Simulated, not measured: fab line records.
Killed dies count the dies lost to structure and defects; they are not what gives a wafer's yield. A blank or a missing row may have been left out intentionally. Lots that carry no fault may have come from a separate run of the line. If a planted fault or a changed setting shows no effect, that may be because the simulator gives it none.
Code-filled problem report in 8D (eight disciplines) form	flow rit cmos	the parts of the form that need people (team, actions taken, sign-off) are left out

1. WHAT WENT WRONG
Across 6 wafers from 2 lots, NLDD_TW at RIT_NLDD_TW_MEAS_10 averages 1910, while fault-free wafers read 2481 with a standard deviation of 15. That puts it -38 standard deviations away from the usual mean.
Earliest sighting: wafer L287.1 on film metro-03 at day 6 13:16. Wafers with a number at this step in the record: 42, from 14 lots. The rule behind "out" and "out of limits": a value lying over 4 standard deviations away from the usual mean. Any other wafer with a number is counted as sound.

2. WHAT IT IS, WHAT IT ISN'T
question	is	is not
which readings at this step	NLDD_TW	-
which lots	L287, L288	L270, L271, L272, L273, L275, L279, L280, L281, L282, L283, L284, L292
which wafers of those lots	all that have a number	-
read on which gauges	film metro-01, film metro-03	film metro-04
when	from day 6 13:16	up to then (33 sound wafers); but 3 sound wafers of L292 came after

3. SUSPECTS, AND WHAT RULES EACH OUT
Counting: a tool stays on the suspect list if, at a process step up to the reading, it processed all lots that are out and no sound lot following the first of them.
- the gauge at RIT_NLDD_TW_MEAS_10 has been ruled out. Those wafers that are out were read across 2 gauges (film metro-01, film metro-03).
- implanter-04 at RIT_NLDD_IMPLANT_08: kept. It ran every lot that is out, first L287 (day 6 12:56), and no sound lot after that; its last sound lot up to then is L282 (day 5 16:56). Out on those wafers are its own readings of dose ions cm2, faraday current uA.
The count leaves implanter-04 at RIT_NLDD_IMPLANT_08.

4. THE CAUSE (what the simulator had put in)
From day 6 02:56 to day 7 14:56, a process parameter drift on implanter-04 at RIT_NLDD_IMPLANT_08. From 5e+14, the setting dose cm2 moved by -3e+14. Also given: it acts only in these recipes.
Only this tool survived the counting.

5. THE CHAIN OF EFFECTS, in route order
Each row: a reading whose mean over the struck wafers that have a number lies more than 3 standard deviations from the usual. Readings are gone through only where the record gives a usual standard deviation; hours: the median, over the lots, of the time from a lot's start at the first step in this table giving one to that lot's start at this step; sigmas: the change measured in usual standard deviations.
hours	step	reading	usual	on struck wafers	change	sigmas
0	RIT_NLDD_IMPLANT_08	dose ions cm2	4.999e+14	1.998e+14	-3.001e+14	-99 or more
0	RIT_NLDD_IMPLANT_08	faraday current uA	1569	629	-940	-28
0	RIT_NLDD_TW_MEAS_10	NLDD_TW	2481	1910	-571	-38
9	RIT_SDANNEAL_RS_MEAS_07	NLDD_RS	151.6 ohm/sq	305.0	+153.4	+99 or more
Process steps it contains:
- RIT_NLDD_IMPLANT_08

6. WHAT WOULD HAVE CAUGHT IT SOONER
The first out-of-limits reading at a measuring or inspecting step in this record came at day 6 13:16, 10 hours after the fault's start at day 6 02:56.
Tool's own readings at RIT_NLDD_IMPLANT_08, dose ions cm2, faraday current uA: out on all struck wafers the step has rows for; an alarm limit on them would have tripped on the first.
Lots out: 2; of these, L288 started RIT_NLDD_IMPLANT_08 on implanter-04 after day 6 13:16. Had the tool been put on hold then, it would have been spared.
